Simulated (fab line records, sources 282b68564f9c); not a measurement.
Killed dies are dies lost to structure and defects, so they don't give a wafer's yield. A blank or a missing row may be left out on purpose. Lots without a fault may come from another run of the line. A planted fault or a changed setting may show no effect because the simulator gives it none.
Tool commonality check | flow rit_cmos | 14 lots, 42 wafers sampled

WHY IT WAS OPENED
At RIT_PWELL_TW_MEAS_10 the reading PWELL_TW is flagged on 2 of 14 lots. Wafers without a fault read 941, standard deviation 6.7.
Rule: a lot is flagged when every wafer of it that has a number lies more than 4 standard deviations from that mean, or none has a number. The other lots count as sound.

lot  | measured    | on            | PWELL_TW, wafer by wafer | flag
L723 | day 2 02:52 | film_metro-04 | 949 945 950              |
L725 | day 2 10:08 | film_metro-04 | 946 944 946              |
L726 | day 2 13:56 | film_metro-04 | 950 944 943              |
L728 | day 2 23:47 | film_metro-04 | 949 945 948              |
L729 | day 3 05:59 | film_metro-02 | 937 932 940              |
L730 | day 3 09:17 | film_metro-02 | 933 932 932              |
L731 | day 3 15:26 | film_metro-03 | 945 945 940              |
L732 | day 3 20:34 | film_metro-04 | 955 957 951              |
L734 | day 4 05:37 | film_metro-03 | 942 937 941              |
L735 | day 4 10:43 | film_metro-02 | 869 870 876              | FLAGGED
L737 | day 4 22:29 | film_metro-03 | 870 871 872              | FLAGGED
L742 | day 5 22:41 | film_metro-02 | 940 937 942              |
L744 | day 6 07:29 | film_metro-03 | 934 932 932              |
L745 | day 6 13:22 | film_metro-03 | 932 926 928              |
The numbers of the flagged lots are 871 on average: -70 against the usual, or -10 standard deviations.

WHICH TOOL RAN EACH LOT
The record holds 1 process step before the reading, out of a route of 202 steps. In each cell: the tool, then ch and the chambers that the sampled wafers went through, then the start.
lot  | flag    | RIT_PWELL_IMPLANT_08
L723 |         | implanter-02 ch 0, day 2 02:32
L725 |         | implanter-02 ch 0, day 2 09:49
L726 |         | implanter-03 ch 0, day 2 13:37
L728 |         | implanter-03 ch 0, day 2 23:29
L729 |         | implanter-02 ch 0, day 3 05:41
L730 |         | implanter-01 ch 0, day 3 08:58
L731 |         | implanter-03 ch 0, day 3 15:06
L732 |         | implanter-02 ch 0, day 3 20:14
L734 |         | implanter-03 ch 0, day 4 05:19
L735 | FLAGGED | implanter-03 ch 0, day 4 10:24
L737 | FLAGGED | implanter-03 ch 0, day 4 22:10
L742 |         | implanter-02 ch 0, day 5 22:23
L744 |         | implanter-01 ch 0, day 6 07:11
L745 |         | implanter-02 ch 0, day 6 13:04
What these steps do:
- RIT_PWELL_IMPLANT_08
- RIT_PWELL_TW_MEAS_10

FLAGGED OVER TOTAL, TOOL BY TOOL (the gauges that took the reading come last)
step                 | tool          | lots run | flagged | share of the flagged lots | sound lots run after its first flagged lot
RIT_PWELL_IMPLANT_08 | implanter-01  | 2        | 0       | none                      | -
RIT_PWELL_IMPLANT_08 | implanter-02  | 6        | 0       | none                      | -
RIT_PWELL_IMPLANT_08 | implanter-03  | 6        | 2       | all                       | 0
RIT_PWELL_TW_MEAS_10 | film_metro-02 | 4        | 1       | some                      | 1 (L742)
RIT_PWELL_TW_MEAS_10 | film_metro-03 | 5        | 1       | some                      | 2 (L744,L745)
RIT_PWELL_TW_MEAS_10 | film_metro-04 | 5        | 0       | none                      | -

WHAT THE TABLE ALLOWS
1 row of the table ran every flagged lot: implanter-03 at RIT_PWELL_IMPLANT_08.
- implanter-03 at RIT_PWELL_IMPLANT_08: 2 of its 6 lots flagged. Its last sound lot is L734 (day 4 05:19), its first flagged lot L735 (day 4 10:24): a fault that began between those two fits. Its own readings lie more than 4 standard deviations out on every wafer of the flagged lots: dose_ions_cm2, faraday_current_uA.
One tool is left: implanter-03 at RIT_PWELL_IMPLANT_08.

WHAT THE SIMULATOR HAD PUT IN
Process parameter drift: implanter-03, from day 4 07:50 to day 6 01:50, at RIT_PWELL_IMPLANT_08. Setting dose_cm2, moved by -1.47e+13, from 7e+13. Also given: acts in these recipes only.
Lots struck among those shown: L735, L737. The rule above found the same.
